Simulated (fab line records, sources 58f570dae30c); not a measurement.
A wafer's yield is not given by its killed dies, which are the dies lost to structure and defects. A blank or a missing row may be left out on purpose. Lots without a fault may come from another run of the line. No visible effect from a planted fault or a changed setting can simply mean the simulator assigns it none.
A single fault, viewed from 2 desks    flow berkeley cmos170    each desk holds nothing but its own numbers, with what lay behind them at the end

## THE METROLOGY DESK
What the gauges read for every lot (on any tool): the sampled wafers with a number, averaged. Any lot whose mean is over 4 standard deviations away from the usual mean is out of limits and marked OUT; that distance is given in the brackets.
Columns: A = WELLDRIVE_OXIDE_THK at UCB170_WELLDRIVE_THK_MEAS_02, usual 198 nm; B = cd nm at UCB170_ACTIVE_CD_MEAS_13, usual 1200.1 nm; C = NSD_RS at UCB170_SDANNEAL_RS_MEAS_03, usual 37.30 ohm/sq; D = cd nm at UCB170_V1_CD_MEAS_12, usual 700.2 nm
lot   first seen here  A               B       C      D
L135  day 4 05:56      198             1202.3  37.35  701.6
L137  day 4 19:15      203             1197.1  37.19  699.4
L139  day 5 03:48      194             1203.0  37.41  700.0
L138  day 5 03:49      199             1200.8  37.32  700.8
L140  day 5 03:50      198             1199.0  37.27  701.0
L141  day 5 03:52      197             1199.7  37.40  699.9
L143  day 5 23:34      199             1200.6  37.18  699.0
L142  day 5 23:34      196             1201.2  37.27  701.3
L145  day 6 08:44      178 (-6.6) OUT  1199.2  37.15  699.6
L147  day 6 08:46      176 (-7.4) OUT  1198.7  37.15  701.8
L146  day 6 13:35      179 (-6.2) OUT  1200.5  37.42  698.9
L144  day 6 13:36      175 (-7.8) OUT  1200.7  37.24  701.0
L150  day 6 20:24      199             1200.5  37.34  700.0
L153  day 7 11:53      205             1201.5  37.33  700.1
L154  day 7 11:53      204             1198.6  37.44  701.1
L158  day 8 16:17      198             1200.8  37.26  698.7
This desk's result: L144, L145, L146, L147 out of limits, first on L145 (WELLDRIVE_OXIDE_THK at UCB170_WELLDRIVE_THK_MEAS_02), day 6 08:44. L135, L137, L139, L138, L140, L141, L143, L142, L150, L153, L154, L158: within limits.

## DESK OF THE TOOL OWNER: furnace-04
The tool's own readings at UCB170_WELLDRIVE_OXIDATION_01 (target thk 199 nm, ox time 9000 s): means of the sampled wafers that have a number, for each lot that ran on this tool. Any lot whose mean is over 4 standard deviations away from the usual mean is out of limits and marked OUT; that distance is given in the brackets.
Columns: A = spike tc centre C at UCB170_WELLDRIVE_OXIDATION_01, usual 1102.6 C; B = spike tc load C at UCB170_WELLDRIVE_OXIDATION_01, usual 1127.5 C; C = spike tc source C at UCB170_WELLDRIVE_OXIDATION_01, usual 1130.0 C
lot   first seen here  A                 B                  C
L135  day 4 02:24      1103.2            1130.0             1130.5
L137  day 4 15:44      1103.6            1129.4             1131.2
L142  day 5 20:03      1102.5            1128.7             1131.3
L143  day 5 20:03      1103.3            1130.6             1130.9
L145  day 6 05:14      1086.6 (-12) OUT  1112.9 (-5.0) OUT  1116.0 (-7.0) OUT
L147  day 6 05:14      1088.2 (-11) OUT  1113.1 (-5.0) OUT  1114.9 (-7.6) OUT
L144  day 6 10:05      1086.0 (-13) OUT  1113.3 (-4.9) OUT  1114.9 (-7.6) OUT
L146  day 6 10:05      1087.1 (-12) OUT  1113.4 (-4.9) OUT  1115.1 (-7.5) OUT
This desk's verdict: out of limits on L144, L145, L146, L147, starting with L145 at day 6 05:14 (spike tc centre C at UCB170_WELLDRIVE_OXIDATION_01). L135, L137, L142, L143: within limits.

## BROUGHT TOGETHER
An alarm could have come from the tool owner's desk at day 6 05:14, on L144, L145, L146, L147.
L144, L145, L146, L147 would have let the metrology desk raise an alarm at day 6 08:44.
All the named lots went through UCB170_WELLDRIVE_OXIDATION_01 on furnace-04.

## WHAT WAS PUT IN BY THE SIMULATOR
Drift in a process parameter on furnace-04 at UCB170_WELLDRIVE_OXIDATION_01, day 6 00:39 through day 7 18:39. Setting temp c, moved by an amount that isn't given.
Struck lots among those shown: L144, L145, L146, L147.
Fault start to first reading out of limits, in hours, per desk: tool owner, 5; metrology, 8.
